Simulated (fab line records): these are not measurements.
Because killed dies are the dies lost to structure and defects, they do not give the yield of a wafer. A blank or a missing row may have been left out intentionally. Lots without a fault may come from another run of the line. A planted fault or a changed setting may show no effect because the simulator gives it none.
Code-filled problem report in 8D (eight disciplines) form | flow rit-cmos | the parts of the form that need people (team, actions taken, sign-off) are left out

1. PROBLEM STATEMENT
Wafers without a fault read 44.996, standard deviation 0.014; beam-energy-keV at RIT_PRETRO_IMPLANT_08 reads a mean of 39.767 on 9 wafers belonging to 3 lots. That is -99 or more standard deviations from the usual mean.
Earliest sighting: wafer L420.1 on implanter-02 at day 3 03:38. At this step, 21 wafers from 7 lots have a number in the record. The rule behind "out" and "out of limits": a value lying over 4 standard deviations away from the usual mean. The other wafers with a number count as sound.

2. WHAT IT IS, WHAT IT ISN'T
question                    | is                     | is not
which readings at this step | beam-energy-keV        | -
which lots                  | L420, L421, L425       | L416, L427, L430, L438
which wafers of those lots  | all that have a number | -
read on which tools         | implanter-02           | implanter-01, implanter-03
when                        | from day 3 03:38       | up to then (3 sound wafers); but 9 sound wafers of L427, L430, L438 came after

3. WHAT RULES OUT EACH SUSPECT
Counting: any tool at a process step up to the reading is kept as a suspect provided that every lot that is out went through it and no sound lot did after the first of them.
- implanter-02 at RIT_PRETRO_IMPLANT_08: kept. All lots that are out passed through it, beginning with L420 at day 3 03:38, and no sound lot followed; its final sound lot before that point was L416 at day 2 08:15. Its own readings are out on those wafers: beam-energy-keV.
After counting, what remains is implanter-02 at RIT_PRETRO_IMPLANT_08.

4. THE CAUSE (what the simulator had put in)
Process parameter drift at RIT_PRETRO_IMPLANT_08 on implanter-02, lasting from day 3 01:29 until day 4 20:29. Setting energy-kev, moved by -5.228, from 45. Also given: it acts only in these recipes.
Counting left only this tool.

5. SEQUENCE OF EFFECTS, ordered by route
Rows list readings where the struck wafers' mean (over those with a number) sits beyond 3 standard deviations from the usual. Only readings whose record carries a usual standard deviation are examined. hours: median over the lots of the time between each lot's start at the first step of this table that gives one and its start at this step. sigmas: the change, counted in usual standard deviations.
hours | step                  | reading         | usual  | on struck wafers | change | sigmas
0     | RIT_PRETRO_IMPLANT_08 | beam-energy-keV | 44.996 | 39.767           | -5.229 | -99 or more
It contains these process steps:
- RIT_PRETRO_IMPLANT_08

6. HOW IT WOULD HAVE BEEN CAUGHT EARLIER
2 hours passed between the start of the fault at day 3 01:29 and the first reading out of limits in this record, taken at day 3 03:38.
